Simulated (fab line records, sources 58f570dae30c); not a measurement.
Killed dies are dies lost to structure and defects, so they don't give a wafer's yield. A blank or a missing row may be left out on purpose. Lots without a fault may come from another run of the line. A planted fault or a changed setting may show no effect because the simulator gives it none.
Chamber matching | flow berkeley_cmos170 | UCB170_V1_CMP_02 on cmp-01: 3 sister chambers
The step polishes SiO2. 3 wafers are shown with their chamber, then 5 later ones without.

WAFERS WITH THEIR CHAMBER
wafer  | chamber | motor_current_A (A)
L114.5 | 2       | 13.9
L117.1 | 0       | 14.6
L117.2 | 1       | 15.0

WAFERS WITHOUT THEIR CHAMBER
wafer  | motor_current_A (A)
L117.5 | 13.3
L121.4 | 14.6
L121.6 | 13.8
L124.1 | 14.2
L124.4 | 14.1

WHICH CHAMBER EACH WENT THROUGH
wafer  | from the rows above          | in truth
L117.5 | 2                            | 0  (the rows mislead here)
L121.4 | can't be placed: 0 or 1      | 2
L121.6 | 2                            | 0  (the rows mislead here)
L124.1 | can't be placed: 2 or 0 or 1 | 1
L124.4 | can't be placed: 2 or 0      | 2
Placed correctly: 0 of 5. Can't be placed from these rows: 3 (the true chamber is among the candidates in 2). Placed wrongly: 2.
How it was worked out, from the rows above alone: a wafer's distance from a chamber is the root of the sum, over the readings, of the square of ((its reading less the chamber's mean) divided by the reading's scatter). The wafer belongs to the nearest chamber; if the next one is less than 2 further off, it can't be placed. A chamber's mean is the mean of its shown wafers. The scatter: with one shown wafer a chamber, the root of the mean of the squares of how far each hidden wafer lies from its nearest shown one.
